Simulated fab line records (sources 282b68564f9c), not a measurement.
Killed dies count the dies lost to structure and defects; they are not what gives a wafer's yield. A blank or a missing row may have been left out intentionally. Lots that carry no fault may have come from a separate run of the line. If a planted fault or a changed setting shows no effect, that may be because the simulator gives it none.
A lot that was struck, set against a sound lot    flow rit-cmos    14 out of 202 route steps
Sound: these wafers, L859.1, L859.2, L859.6. Struck: wafers L866.1, L866.5, L866.6. The cause is named last.
At each step with rows: each side's tool, then ch and its chambers, then its first start. Under that, the readings that differ: sound wafers    struck wafers    difference of the means    sigmas: that difference in standard deviations of wafers without a fault.
alike: readings with means less than 2 such deviations apart, plus words and numbers identical on both sides. not compared: withheld readings, readings lacking a value on some wafer, bounds such as >300 that could conceal the same value, and numbers that have no deviation in the record and whose values overlap.
A row with sigmas, a row that says differs or no value, or rows on one side alone: a step with any of these is where the two part. Non-overlapping numbers with no deviation appear without sigmas and do not part them. A reading that every wafer of one side lacks parts them only if that side has two wafers or more.

RIT_SILICIDE_RS_MEAS_02: measurement is done with a four-point probe.
  struck on film-metro-03, day 6 14:08; sound on film-metro-01, day 5 08:20
  alike: SILICIDE_TI_RS
RIT_SILICIDE_THK_MEAS_03: measures by xrf.
  struck on film-metro-03, day 6 14:15; sound on film-metro-01, day 5 08:27
  alike: SILICIDE_TI_THK
RIT_SILICIDE_RTA_04: time 10 s, ramp up 5 s, ramp down 5 s.
  sound on rtp-anneal-02 ch 0, day 5 08:31; struck on rtp-anneal-01 ch 0, day 6 14:19
  alike: chamber-o2-ppm, wafer_temp_C_max
then, 1 step without rows for these wafers: RIT_SILICIDE_WET_ETCH_05 (etches Ti in SPM, time 120 s).
RIT_SILICIDE_RTA_06: time 10 s, ramp up 5 s, ramp down 10 s.
  sound on rtp-anneal-01 ch 0, day 5 08:37; struck on rtp-anneal-02 ch 0, day 6 14:25
  alike: chamber-o2-ppm, wafer_temp_C_max
RIT_CONTACT_CVD_00: deposits SiO2 from TEOS, target thk 400 nm, time 61 s.
  sound on pecvd-01 ch 0,1,2, day 5 08:41; struck on pecvd-03 ch 0,2, day 6 14:29
reading             sound        struck       difference  sigmas
heater-power-w (W)  327 280 299  409 417 399  +106        +2
  alike: susceptor-temp-C
RIT_CONTACT_THK_MEAS_01:
  struck on film-metro-01, day 6 14:32; sound on film-metro-03, day 5 08:44
reading                sound        struck       difference  sigmas
CONTACT_TEOS_THK (nm)  392 389 387  405 409 402  +16         +3
then, 5 steps without rows for these wafers: RIT_CONTACT_HMDS_02 (prime time 60 s); RIT_CONTACT_COAT_03 (resist thk 1000 nm); RIT_CONTACT_SOFTBAKE_04 (time 60 s); RIT_CONTACT_EXPOSE_05 (exposes mask M11, target cd 1000 nm); RIT_CONTACT_PEB_06.
RIT_CONTACT_DEVELOP_07: develop time 120 s.
  sound on litho-track-01 ch 0, day 5 09:00; struck on litho-track-02, day 6 15:00
  no value came back on the struck wafers for chill-plate-temp-C (C), develop-time-s (s), exhaust-pa (Pa); on the sound wafers chill-plate-temp-C (C) reads 22.88 23.05 23.07
RIT_CONTACT_CD_MEAS_08 targets a cd of 1000 nm.
  struck on cd-sem-02, day 6 15:34; sound on cd-sem-01, day 5 09:53
reading     sound              struck  difference                     sigmas
cd-nm (nm)  997.8 997.5 999.2  - - -   no value on the struck wafers  

WHERE THEY PART
At RIT_CONTACT_CVD_00 first; at RIT_CONTACT_CD_MEAS_08 last (within this record only).

WHY: what the simulator had put in
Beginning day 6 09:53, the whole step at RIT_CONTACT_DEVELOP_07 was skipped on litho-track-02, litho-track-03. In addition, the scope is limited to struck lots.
